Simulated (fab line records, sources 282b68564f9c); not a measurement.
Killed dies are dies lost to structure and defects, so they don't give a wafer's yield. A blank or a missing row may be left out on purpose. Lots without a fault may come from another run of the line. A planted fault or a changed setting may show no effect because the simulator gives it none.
Tool commonality check | flow rit_cmos | 13 lots, 39 wafers sampled

WHY IT WAS OPENED
At RIT_PLDD_TW_MEAS_10 the reading PLDD_TW is flagged on 1 of 13 lots. Wafers without a fault read 2346, standard deviation 8.6.
Rule: a lot is flagged when every wafer of it that has a number lies more than 4 standard deviations from that mean, or none has a number. The other lots count as sound.

lot  | measured    | on            | PLDD_TW, wafer by wafer | flag
L430 | day 3 00:53 | film_metro-03 | 2330 2348 2340          |
L431 | day 3 07:59 | film_metro-01 | 2352 2343 2365          |
L432 | day 3 12:12 | film_metro-01 | 2356 2357 2355          |
L433 | day 3 17:30 | film_metro-03 | 2345 2352 2343          |
L434 | day 4 00:43 | film_metro-02 | 2347 2348 2345          |
L435 | day 4 02:47 | film_metro-03 | 2357 2353 2337          |
L436 | day 4 06:35 | film_metro-03 | 2352 2352 2348          |
L438 | day 4 16:27 | film_metro-02 | 2355 2348 2342          |
L442 | day 5 09:11 | film_metro-01 | 30 30 30                | FLAGGED
L445 | day 6 02:02 | film_metro-03 | 2340 2336 2341          |
L450 | day 7 04:58 | film_metro-01 | 2366 2349 2352          |
L452 | day 7 10:58 | film_metro-01 | 2342 2343 2333          |
L453 | day 7 21:40 | film_metro-01 | 2347 2343 2355          |
The numbers of the flagged lots are 30 on average: -2316 against the usual, or -99 or more standard deviations.

WHICH TOOL RAN EACH LOT
The record holds 1 process step before the reading, out of a route of 202 steps. In each cell: the tool, then ch and the chambers that the sampled wafers went through, then the start.
lot  | flag    | RIT_NLDD_STRIP_09
L430 |         | plasma_asher-02 ch 0,1, day 2 23:17
L431 |         | plasma_asher-03 ch 0,1, day 3 06:23
L432 |         | plasma_asher-04 ch 0,1, day 3 10:25
L433 |         | plasma_asher-04 ch 0,1, day 3 15:40
L434 |         | plasma_asher-04 ch 0,1, day 3 23:01
L435 |         | plasma_asher-04 ch 0,1, day 4 01:11
L436 |         | plasma_asher-02 ch 0,1, day 4 04:57
L438 |         | plasma_asher-04 ch 0,1, day 4 14:52
L442 | FLAGGED | plasma_asher-03 ch 0,1, day 5 07:34
L445 |         | plasma_asher-02 ch 0,1, day 6 00:19
L450 |         | plasma_asher-02 ch 0, day 7 02:51
L452 |         | plasma_asher-03 ch 1, day 7 09:20
L453 |         | plasma_asher-03 ch 0,1, day 7 19:54
What these steps do:
- RIT_NLDD_STRIP_09: strips in O2, time 180 s.
- RIT_PLDD_TW_MEAS_10

FLAGGED OVER TOTAL, TOOL BY TOOL (the gauges that took the reading come last)
step                | tool            | lots run | flagged | share of the flagged lots | sound lots run after its first flagged lot
RIT_NLDD_STRIP_09   | plasma_asher-02 | 4        | 0       | none                      | -
RIT_NLDD_STRIP_09   | plasma_asher-03 | 4        | 1       | all                       | 2 (L452,L453)
RIT_NLDD_STRIP_09   | plasma_asher-04 | 5        | 0       | none                      | -
RIT_PLDD_TW_MEAS_10 | film_metro-01   | 6        | 1       | all                       | 3 (L450,L452,L453)
RIT_PLDD_TW_MEAS_10 | film_metro-02   | 2        | 0       | none                      | -
RIT_PLDD_TW_MEAS_10 | film_metro-03   | 5        | 0       | none                      | -

WHAT THE TABLE ALLOWS
2 rows of the table ran every flagged lot: plasma_asher-03 at RIT_NLDD_STRIP_09, film_metro-01 at RIT_PLDD_TW_MEAS_10.
- plasma_asher-03 at RIT_NLDD_STRIP_09: 1 of its 4 lots flagged. Sound lots ran on it after the first flagged one (L452, L453), which a lasting fault on the whole tool wouldn't allow. Its own readings lie more than 4 standard deviations out on every wafer of the flagged lots: run_length_s.
- film_metro-01 at RIT_PLDD_TW_MEAS_10: 1 of its 6 lots flagged. Sound lots ran on it after the first flagged one (L450, L452, L453), which a lasting fault on the whole tool wouldn't allow.
No row of the table ran every flagged lot and no sound lot after the first.

WHAT THE SIMULATOR HAD PUT IN
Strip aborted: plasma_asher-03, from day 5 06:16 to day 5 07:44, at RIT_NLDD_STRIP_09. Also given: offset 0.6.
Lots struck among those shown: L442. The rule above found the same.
